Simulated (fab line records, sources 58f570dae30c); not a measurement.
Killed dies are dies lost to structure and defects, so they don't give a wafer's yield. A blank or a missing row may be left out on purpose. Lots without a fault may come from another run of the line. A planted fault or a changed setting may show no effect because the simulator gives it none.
Which tool did it? | flow berkeley_cmos170 | 14 lots, 42 wafers sampled, at 6 steps of a route of 331

WHAT THE GAUGES READ, wafer by wafer
UCB170_M1_OVL_MEAS_10. Usual: M1_OVL -4 nm, standard deviation 5.5.
lot  | measured     | on         | M1_OVL (nm) | flag
L413 | day 8 12:10  | overlay-02 | -8 -2 -5    |
L414 | day 8 13:01  | overlay-02 | -9 -8 -4    |
L416 | day 9 03:52  | overlay-02 | -8 -10 -8   |
L417 | day 9 05:01  | overlay-01 | 9 0 -2      |
L418 | day 9 13:37  | overlay-01 | -6 1 -8     |
L421 | day 10 13:52 | overlay-01 | -6 -6 -6    |
L425 | day 10 23:16 | overlay-02 | 3 -1 -3     |
L427 | day 11 10:07 | overlay-01 | -6 2 0      |
L426 | day 12 00:06 | overlay-01 | -3 1 -2     |
L429 | day 12 01:37 | overlay-01 | 0 7 -1      |
L431 | day 12 02:10 | overlay-02 | -7 -2 -10   |
L435 | day 13 05:50 | overlay-01 | -12 -10 -15 |
L433 | day 13 08:24 | overlay-01 | -6 -8 -7    |
L434 | day 13 08:39 | overlay-01 | -6 -3 -8    |

UCB170_V1_OVL_MEAS_13. Usual: V1_OVL -1 nm, standard deviation 4.7.
lot  | measured     | on         | V1_OVL (nm) | flag
L413 | day 8 15:56  | overlay-01 | 0 -3 0      |
L414 | day 8 17:43  | overlay-01 | -14 -1 -7   |
L416 | day 9 07:36  | overlay-02 | -8 -2 -5    |
L417 | day 9 08:48  | overlay-01 | 5 4 -5      |
L418 | day 9 18:17  | overlay-02 | 2 4 -3      |
L421 | day 10 17:33 | overlay-02 | -3 -5 -3    |
L425 | day 11 04:07 | overlay-01 | 3 2 -2      |
L427 | day 11 14:26 | overlay-01 | -2 2 -9     |
L426 | day 12 04:07 | overlay-02 | 0 -2 0      |
L429 | day 12 05:29 | overlay-02 | 6 -2 -2     |
L431 | day 12 07:15 | overlay-01 | 4 -2 5      |
L435 | day 13 10:43 | overlay-01 | -1 0 -6     |
L433 | day 13 13:41 | overlay-01 | 4 6 2       |
L434 | day 13 14:07 | overlay-01 | 2 -3 -1     |

UCB170_M2_CD_MEAS_90: target cd 700 nm. Usual: cd_nm 700 nm, standard deviation 3.3.
lot  | measured     | on        | cd_nm (nm)  | flag
L413 | day 8 19:12  | cd_sem-01 | 703 702 703 |
L414 | day 8 20:53  | cd_sem-02 | 697 693 695 |
L416 | day 9 10:32  | cd_sem-01 | 697 699 699 |
L417 | day 9 11:37  | cd_sem-01 | 696 698 698 |
L418 | day 9 21:07  | cd_sem-01 | - - -       | OFF
L421 | day 10 20:44 | cd_sem-01 | - - -       | OFF
L425 | day 11 07:36 | cd_sem-02 | 699 701 697 |
L427 | day 11 17:23 | cd_sem-01 | 700 702 704 |
L426 | day 12 07:22 | cd_sem-01 | 703 698 701 |
L429 | day 12 09:04 | cd_sem-01 | 697 697 697 |
L431 | day 12 12:08 | cd_sem-01 | 702 703 697 |
L435 | day 13 14:14 | cd_sem-01 | 695 698 701 |
L433 | day 13 17:05 | cd_sem-02 | 701 699 700 |
L434 | day 13 17:23 | cd_sem-01 | 699 697 700 |

WHICH TOOL RAN EACH LOT (tool, then ch and the chambers of the sampled wafers, then the start)
lot  | UCB170_M2_STRIP_07                   | UCB170_M2_METAL_ETCH_18           | UCB170_M2_STRIP_19
L413 | plasma_asher-04 ch 0,1, day 8 17:34  | rie_metal-04 ch 0,1, day 8 18:55  | plasma_asher-04 ch 0,1, day 8 19:06
L414 | plasma_asher-02 ch 0, day 8 18:56    | rie_metal-03 ch 0,1, day 8 20:35  | plasma_asher-04 ch 0, day 8 20:46
L416 | plasma_asher-02 ch 0,1, day 9 08:49  | rie_metal-03 ch 0,1, day 9 10:15  | plasma_asher-04 ch 0,1, day 9 10:26
L417 | plasma_asher-03 ch 0,1, day 9 10:01  | rie_metal-01 ch 0,1, day 9 11:20  | plasma_asher-03 ch 0,1, day 9 11:31
L418 | plasma_asher-03 ch 0,1, day 9 19:31  | rie_metal-03 ch 0,1, day 9 20:49  | plasma_asher-02 ch 0,1, day 9 21:01
L421 | plasma_asher-04 ch 0,1, day 10 18:46 | rie_metal-03 ch 0,1, day 10 20:26 | plasma_asher-02 ch 0,1, day 10 20:38
L425 | plasma_asher-02 ch 0,1, day 11 05:29 | rie_metal-03 ch 0,1, day 11 07:19 | plasma_asher-03 ch 0,1, day 11 07:29
L427 | plasma_asher-04 ch 0,1, day 11 15:40 | rie_metal-04 ch 0,1, day 11 17:06 | plasma_asher-03 ch 0, day 11 17:17
L426 | plasma_asher-02 ch 0,1, day 12 05:20 | rie_metal-03 ch 0,1, day 12 06:51 | plasma_asher-03 ch 0,1, day 12 07:02
L429 | plasma_asher-02 ch 0,1, day 12 06:57 | rie_metal-01 ch 0, day 12 08:46   | plasma_asher-02 ch 1, day 12 08:57
L431 | plasma_asher-03 ch 0,1, day 12 08:59 | rie_metal-04 ch 0,1, day 12 11:49 | plasma_asher-04 ch 0,1, day 12 12:01
L435 | plasma_asher-02 ch 0,1, day 13 11:57 | rie_metal-01 ch 0,1, day 13 13:58 | plasma_asher-02 ch 0,1, day 13 14:08
L433 | plasma_asher-04 ch 0,1, day 13 14:58 | rie_metal-04 ch 1, day 13 16:47   | plasma_asher-04 ch 0,1, day 13 16:58
L434 | plasma_asher-02 ch 0,1, day 13 15:22 | rie_metal-03 ch 0,1, day 13 17:07 | plasma_asher-02 ch 0,1, day 13 17:16
- UCB170_M2_STRIP_07: strips in O2.
- UCB170_M2_METAL_ETCH_18: etches Al in Cl2/BCl3, stops on SiO2, target depth 1170 nm, time 195 s.
- UCB170_M2_STRIP_19: strips in O2.

WHAT THE TOOLS THEMSELVES READ (means of the sampled wafers that have a number; where no wafer has one, the mark that the record gives instead)
UCB170_M2_STRIP_07. Usual: drypump_motor_current_A 5.5 A, standard deviation 0.44; oes_product_au 0.734 a.u., standard deviation 0.0047; strip_time_to_endpoint_s 22.00 s, standard deviation 0.068.
lot  | tool            | drypump_motor_current_A (A) | oes_product_au (a.u.) | strip_time_to_endpoint_s (s) | flag
L413 | plasma_asher-04 | 5.0                         | 0.733                 | 22.08                        |
L414 | plasma_asher-02 | 5.6                         | 0.730                 | 22.04                        |
L416 | plasma_asher-02 | 5.8                         | 0.733                 | 21.99                        |
L417 | plasma_asher-03 | 6.2                         | 0.737                 | 22.02                        |
L418 | plasma_asher-03 | 6.0                         | 0.735                 | 22.12                        |
L421 | plasma_asher-04 | 5.0                         | 0.732                 | 21.99                        |
L425 | plasma_asher-02 | 5.7                         | 0.733                 | 21.92                        |
L427 | plasma_asher-04 | 5.0                         | 0.736                 | 22.02                        |
L426 | plasma_asher-02 | 5.7                         | 0.736                 | 21.99                        |
L429 | plasma_asher-02 | 5.8                         | 0.738                 | 21.99                        |
L431 | plasma_asher-03 | 6.1                         | 0.733                 | 21.95                        |
L435 | plasma_asher-02 | 5.8                         | 0.730                 | 22.08                        |
L433 | plasma_asher-04 | 5.0                         | 0.731                 | 22.08                        |
L434 | plasma_asher-02 | 5.8                         | 0.733                 | 21.98                        |

UCB170_M2_METAL_ETCH_18. Usual: bcl3_flow_sccm 45.00 sccm, standard deviation 0.14; bias_w 120.0 W, standard deviation 0.38; drypump_motor_current_A 5.8 A, standard deviation 0.5; oes_product_au 0.857 a.u., standard deviation 0.0099; throttle_valve_pct 24.3 %, standard deviation 0.33.
lot  | tool         | bcl3_flow_sccm (sccm) | bias_w (W) | drypump_motor_current_A (A) | oes_product_au (a.u.) | throttle_valve_pct (%) | flag
L413 | rie_metal-04 | 45.01                 | 120.1      | 6.0                         | 0.846                 | 24.8                   |
L414 | rie_metal-03 | 44.86                 | 120.1      | 5.4                         | 0.869                 | 24.3                   |
L416 | rie_metal-03 | 45.07                 | 119.9      | 5.4                         | 0.865                 | 24.3                   |
L417 | rie_metal-01 | 45.05                 | 120.1      | 6.1                         | 0.849                 | 24.0                   |
L418 | rie_metal-03 | -                     | -          | -                           | -                     | -                      | OFF
L421 | rie_metal-03 | -                     | -          | -                           | -                     | -                      | OFF
L425 | rie_metal-03 | 44.97                 | 120.0      | 5.4                         | 0.867                 | 24.3                   |
L427 | rie_metal-04 | 45.22                 | 120.0      | 6.1                         | 0.841                 | 24.8                   |
L426 | rie_metal-03 | 44.96                 | 119.9      | 5.2                         | 0.874                 | 24.3                   |
L429 | rie_metal-01 | 44.76                 | 119.5      | 6.4                         | 0.859                 | 23.9                   |
L431 | rie_metal-04 | 44.87                 | 119.9      | 6.0                         | 0.849                 | 24.8                   |
L435 | rie_metal-01 | 45.00                 | 119.8      | 5.9                         | 0.861                 | 24.0                   |
L433 | rie_metal-04 | 45.31                 | 119.6      | 5.8                         | 0.850                 | 24.9                   |
L434 | rie_metal-03 | 45.14                 | 120.2      | 5.4                         | 0.856                 | 24.3                   |

UCB170_M2_STRIP_19. Usual: drypump_motor_current_A 5.6 A, standard deviation 0.45; oes_product_au 0.541 a.u., standard deviation 0.011.
lot  | tool            | drypump_motor_current_A (A) | oes_product_au (a.u.) | flag
L413 | plasma_asher-04 | 5.0                         | 0.557                 |
L414 | plasma_asher-04 | 4.9                         | 0.538                 |
L416 | plasma_asher-04 | 5.0                         | 0.551                 |
L417 | plasma_asher-03 | 6.1                         | 0.543                 |
L418 | plasma_asher-02 | 5.8                         | 0.728                 | OFF
L421 | plasma_asher-02 | 5.8                         | 0.721                 | OFF
L425 | plasma_asher-03 | 6.0                         | 0.548                 |
L427 | plasma_asher-03 | 6.3                         | 0.539                 |
L426 | plasma_asher-03 | 6.2                         | 0.535                 |
L429 | plasma_asher-02 | 5.9                         | 0.537                 |
L431 | plasma_asher-04 | 5.2                         | 0.546                 |
L435 | plasma_asher-02 | 5.7                         | 0.521                 |
L433 | plasma_asher-04 | 5.2                         | 0.537                 |
L434 | plasma_asher-02 | 5.8                         | 0.549                 |

THE ANSWER, worked out from the rows above alone
Rule: a lot is off if the mean of its wafers that have a number lies more than 3 standard deviations from the usual mean. A lot without any number at a reading at which 4 lots or more have one is off too. The other lots that the step has rows for count as sound. The gauges are gone through in route order, then the tools' own readings, and for those a lot's mean is taken as printed above. The first step at which some lot is off is used, and at that step the reading that is off furthest; a lot without a number counts as furthest.
Off: L418, L421, at UCB170_M2_CD_MEAS_90 (cd_nm). Without a number there: L418, L421.
A tool fits if, at a process step before that reading, it ran every lot that is off, and no sound lot after the first of them. The gauges at UCB170_M2_CD_MEAS_90 aren't tried: what is off there is off at UCB170_M2_METAL_ETCH_18 too, on other tools, and a gauge's error can't cause that. None of those tried fits.

WHAT THE SIMULATOR HAD PUT IN
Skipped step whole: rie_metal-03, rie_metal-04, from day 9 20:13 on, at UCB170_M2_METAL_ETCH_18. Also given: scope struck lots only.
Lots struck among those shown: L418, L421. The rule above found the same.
